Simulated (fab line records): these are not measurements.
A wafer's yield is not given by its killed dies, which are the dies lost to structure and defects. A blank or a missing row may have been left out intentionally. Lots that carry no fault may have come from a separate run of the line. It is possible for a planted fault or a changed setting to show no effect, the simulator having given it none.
Which tool was responsible? -- flow rit_cmos -- 14 lots, 42 wafers sampled, at 4 steps of a route of 202

== WHAT THE GAUGES READ, wafer by wafer ==
RIT_FOX2_THK_MEAS_01.
lot,measured,on,FOX2_OXIDE_THK (nm)
L947,day 1 19:04,film_metro-01,356 359 349
L950,day 2 12:34,film_metro-01,348 347 348
L951,day 2 19:43,film_metro-01,338 343 344
L952,day 2 22:30,film_metro-02,348 345 349
L955,day 3 16:43,film_metro-02,347 348 347
L956,day 3 20:54,film_metro-01,358 353 350
L957,day 3 21:50,film_metro-01,270 269 266
L959,day 4 08:42,film_metro-01,277 276 274
L963,day 5 04:28,film_metro-02,350 349 347
L964,day 5 08:06,film_metro-03,353 348 350
L966,day 5 18:09,film_metro-01,347 353 347
L967,day 5 23:59,film_metro-03,345 349 346
L968,day 6 04:56,film_metro-02,343 347 341
L969,day 6 12:49,film_metro-01,356 345 356

RIT_FOX2_THK_MEAS_90.
lot,measured,on,FIELD_OXIDE_LEFT_1_THK (nm)
L947,day 1 19:56,film_metro-01,328 331 322
L950,day 2 13:27,film_metro-01,320 320 320
L951,day 2 20:35,film_metro-02,311 316 317
L952,day 2 23:22,film_metro-02,321 317 322
L955,day 3 17:36,film_metro-01,319 321 320
L956,day 3 21:47,film_metro-02,331 326 322
L957,day 3 22:47,film_metro-01,242 241 239
L959,day 4 09:35,film_metro-01,250 249 247
L963,day 5 05:21,film_metro-01,323 322 319
L964,day 5 08:59,film_metro-02,325 321 323
L966,day 5 19:02,film_metro-01,319 325 320
L967,day 6 01:01,film_metro-02,318 322 318
L968,day 6 05:57,film_metro-03,316 320 313
L969,day 6 13:46,film_metro-01,329 318 329

RIT_FOX2_THK_MEAS_91.
lot,measured,on,FIELD_OXIDE_LEFT_2_THK (nm)
L947,day 2 08:27,film_metro-02,259 263 253
L950,day 3 03:04,film_metro-02,252 252 252
L951,day 3 09:01,film_metro-03,243 248 250
L952,day 3 12:50,film_metro-03,253 249 254
L955,day 4 06:01,film_metro-01,250 252 252
L956,day 4 11:47,film_metro-02,263 258 254
L957,day 4 12:05,film_metro-02,174 174 171
L959,day 4 23:29,film_metro-01,182 182 180
L963,day 5 18:20,film_metro-02,255 254 252
L964,day 5 21:33,film_metro-01,258 253 255
L966,day 6 08:40,film_metro-03,251 257 252
L967,day 6 15:04,film_metro-01,249 254 250
L968,day 6 19:43,film_metro-01,249 252 246
L969,day 7 02:58,film_metro-01,261 249 260

== EACH LOT AND THE TOOL THAT RAN IT (in order: tool; ch and the chambers of the sampled wafers; start) ==
lot,RIT_FOX2_OXIDATION_00
L947,"furnace-01 ch 0, day 1 17:44"
L950,"furnace-03 ch 0, day 2 11:15"
L951,"furnace-04 ch 0, day 2 18:22"
L952,"furnace-04 ch 0, day 2 21:10"
L955,"furnace-03 ch 0, day 3 15:23"
L956,"furnace-03 ch 0, day 3 19:35"
L957,"furnace-04 ch 0, day 3 20:31"
L959,"furnace-04 ch 0, day 4 07:23"
L963,"furnace-01 ch 0, day 5 03:10"
L964,"furnace-01 ch 0, day 5 06:47"
L966,"furnace-01 ch 0, day 5 16:50"
L967,"furnace-03 ch 0, day 5 22:41"
L968,"furnace-01 ch 0, day 6 03:37"
L969,"furnace-03 ch 0, day 6 11:30"
- RIT_FOX2_OXIDATION_00: target thk 350.7 nm, ox time 1130 s.

== AS READ BY THE TOOLS THEMSELVES (means over the sampled wafers that have a number; for cases with no such wafer, the mark the record gives instead) ==
RIT_FOX2_OXIDATION_00.
lot,tool,spike_tc_centre_C (C),spike_tc_load_C (C),spike_tc_source_C (C),tube_center_temp_C (C),tube_center_temp_C_max
L947,furnace-01,1103.0,1131.9,1127.6,1100,1102.7
L950,furnace-03,1101.3,1128.8,1125.8,1100,1102.8
L951,furnace-04,1103.7,1123.9,1126.5,1100,1102.8
L952,furnace-04,1102.6,1123.9,1126.7,1100,1102.7
L955,furnace-03,1101.1,1128.3,1126.9,1100,1102.8
L956,furnace-03,1101.6,1129.1,1125.0,1100,1103.0
L957,furnace-04,1062.1,1084.0,1086.4,1060,1062.4
L959,furnace-04,1063.3,1085.1,1086.6,1060,1063.3
L963,furnace-01,1102.8,1131.9,1126.7,1100,1102.7
L964,furnace-01,1104.3,1130.5,1126.9,1100,1103.1
L966,furnace-01,1101.5,1131.3,1126.8,1100,1102.9
L967,furnace-03,1101.8,1129.6,1126.0,1100,1102.9
L968,furnace-01,1103.1,1130.5,1126.7,1100,1102.5
L969,furnace-03,1101.5,1128.0,1124.9,1100,1102.8

== THE ANSWER, worked out from the rows above alone ==
Rule: what is usual is taken from the lots themselves. The widest of any qualifying gaps counts: lots, ordered by their means at a reading, are off when they make up no more than a third of the lots, leave a main group of 4 or more, and stand apart from it by 3 or more times the standard deviation of that group's means. A main group is skipped when, at the precision printed for the reading in the tables above, its means are all equal. Also off: a lot with no number at a reading for which 4 or more lots have one. The other lots that the step has rows for count as sound. First the gauges in route order, then the tools' own readings, where a lot's mean is used as printed above. The first step at which some lot is off is used, and at that step the reading that is off furthest; a lot without a number counts as furthest.
Off: L957, L959, at RIT_FOX2_THK_MEAS_01 (FOX2_OXIDE_THK). The main group has a mean of 349 nm with a standard deviation of 3.6.
A tool fits if, at a process step before that reading, it ran every lot that is off, and no sound lot after the first of them. The gauges at RIT_FOX2_THK_MEAS_01 aren't tried: what is off there is off at RIT_FOX2_OXIDATION_00 too, on other tools, and a gauge's error can't cause that. One fits: furnace-04 at RIT_FOX2_OXIDATION_00. Its last sound lot is L952 (day 2 21:10), its first lot that is off L957 (day 3 20:31): a fault that began between those two fits.
The tool's own readings at RIT_FOX2_OXIDATION_00 bear it out: on the lots that are off they differ by more than 5 times the standard deviation of the sound lots' means. spike_tc_centre_C reads 1062.7 C there against 1102.4 C on the sound lots; spike_tc_load_C reads 1084.5 C there against 1129.0 C on the sound lots; spike_tc_source_C reads 1086.5 C there against 1126.4 C on the sound lots; tube_center_temp_C reads 1060 C there against 1100 C on the sound lots; tube_center_temp_C_max reads 1062.8 there against 1102.8 on the sound lots.

== WHAT WAS PUT IN BY THE SIMULATOR ==
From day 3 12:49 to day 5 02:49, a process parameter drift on furnace-04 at RIT_FOX2_OXIDATION_00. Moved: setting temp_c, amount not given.
Lots struck among those shown: L957, L959. This agrees with what the rule above found.
